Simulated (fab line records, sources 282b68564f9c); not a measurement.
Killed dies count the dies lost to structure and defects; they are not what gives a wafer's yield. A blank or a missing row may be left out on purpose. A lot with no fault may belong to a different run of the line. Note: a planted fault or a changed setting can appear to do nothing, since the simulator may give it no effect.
What tool caused it? | flow ritCmos | 15 lots, 45 wafers sampled, at 2 steps of a route of 202

== WHAT THE GAUGES SHOWED, per wafer ==
Not one reading of a measure or inspect step in the record can be checked against a usual standard deviation.

== EACH LOT AND THE TOOL THAT RAN IT (in order: tool; ch and the chambers of the sampled wafers; start) ==
lot  | RIT_GATE_ETCH_19               | RIT_M1_PROBE_99
L905 | rieSi-01 ch 2,3, day 2 18:31   | -
L906 | rieSi-02 ch 0,2,3, day 3 01:46 | -
L907 | rieSi-01 ch 0,1, day 3 03:21   | -
L908 | rieSi-02 ch 0,1,2, day 3 10:51 | -
L911 | rieSi-02 ch 1,2, day 3 23:16   | -
L910 | rieSi-01 ch 1,3, day 3 23:47   | -
L914 | rieSi-01 ch 0,1, day 4 20:48   | -
L916 | rieSi-01 ch 1,3, day 5 03:48   | -
L917 | rieSi-02 ch 0,1,3, day 5 06:13 | -
L919 | rieSi-02 ch 0,1,2, day 6 00:44 | -
L922 | rieSi-02 ch 0,1,3, day 6 20:38 | -
L925 | rieSi-02 ch 2,3, day 7 04:24   | -
L926 | rieSi-01 ch 0,1,2, day 7 13:55 | prober-01, day 8 12:17
L927 | rieSi-02 ch 0,1, day 7 19:14   | -
L928 | rieSi-01 ch 0,2,3, day 8 06:00 | -
- RIT_GATE_ETCH_19: etches poly-Si in SF6/CHF3/O2, stops on SiO2, time 165 s, target depth 312.5 nm.
- RIT_M1_PROBE_99

== AS READ BY THE TOOLS THEMSELVES (means over the sampled wafers that have a number; for cases with no such wafer, the mark the record gives instead) ==
RIT_GATE_ETCH_19. Usual: drypumpMotorCurrentA 5.8 A, standard deviation 0.49; oesProductAu 0.849 a.u., standard deviation 0.011; runLengthS 193.4 s, standard deviation 0.45; throttleValvePct 10.20 %, standard deviation 0.1.
lot  | tool     | drypumpMotorCurrentA (A) | oesProductAu (a.u.) | runLengthS (s) | throttleValvePct (%) | flag
L905 | rieSi-01 | 5.5                      | 0.845               | 193.0          | 10.13                | 
L906 | rieSi-02 | 5.5                      | 0.850               | 193.4          | 10.19                | 
L907 | rieSi-01 | 5.9                      | 0.836               | 193.3          | 10.30                | 
L908 | rieSi-02 | 5.9                      | 0.852               | 193.9          | 10.17                | 
L911 | rieSi-02 | 6.3                      | 0.859               | 193.7          | 10.14                | 
L910 | rieSi-01 | 5.5                      | 0.724               | 239.0          | 10.16                | OFF
L914 | rieSi-01 | 6.1                      | 0.710               | 239.5          | 10.38                | OFF
L916 | rieSi-01 | 5.6                      | 0.714               | 239.1          | 10.20                | OFF
L917 | rieSi-02 | 5.6                      | 0.847               | 193.5          | 10.18                | 
L919 | rieSi-02 | 6.0                      | 0.847               | 193.6          | 10.17                | 
L922 | rieSi-02 | 5.5                      | 0.854               | 193.5          | 10.18                | 
L925 | rieSi-02 | 5.4                      | 0.860               | 193.3          | 10.19                | 
L926 | rieSi-01 | 5.9                      | 0.855               | 193.4          | 10.26                | 
L927 | rieSi-02 | 6.0                      | 0.841               | 193.9          | 10.17                | 
L928 | rieSi-01 | 5.8                      | 0.836               | 193.1          | 10.24                | 

RIT_M1_PROBE_99. Usual: killed_at_M0_to_M3 0.0, standard deviation 0.083; killedAtContacts 0.0, standard deviation 0.16; killedAtFrontEnd 7, standard deviation 3.1; killedDies 7, standard deviation 3.1; killedOpen 3.6, standard deviation 2.2; killedShort 3.4, standard deviation 2.1.
lot  | tool      | killed_at_M0_to_M3 | killedAtContacts | killedAtFrontEnd | killedDies | killedOpen | killedShort | flag
L926 | prober-01 | 0.0                | 0.3              | 7                | 8          | 4.3        | 3.3         | 

== THE ANSWER, worked out from the rows above alone ==
Rule: a lot counts as off when the mean over its wafers that have a number is more than 3 standard deviations away from the usual mean. Also off: a lot with no number at a reading for which 4 or more lots have one. Any other lot the step has rows for is counted as sound. After the gauges, taken in route order, come the tools' own readings; for these a lot's mean is taken, as printed above. The first step at which some lot is off is used, and at that step the reading that is off furthest; a lot without a number counts as furthest.
Off: L910, L914, L916, at RIT_GATE_ETCH_19 (runLengthS).
A tool fits if, at that step or a process step before it, it ran every lot that is off, and no sound lot after the first of them. None of those tried fits.

== WHAT HAD BEEN PUT IN BY THE SIMULATOR ==
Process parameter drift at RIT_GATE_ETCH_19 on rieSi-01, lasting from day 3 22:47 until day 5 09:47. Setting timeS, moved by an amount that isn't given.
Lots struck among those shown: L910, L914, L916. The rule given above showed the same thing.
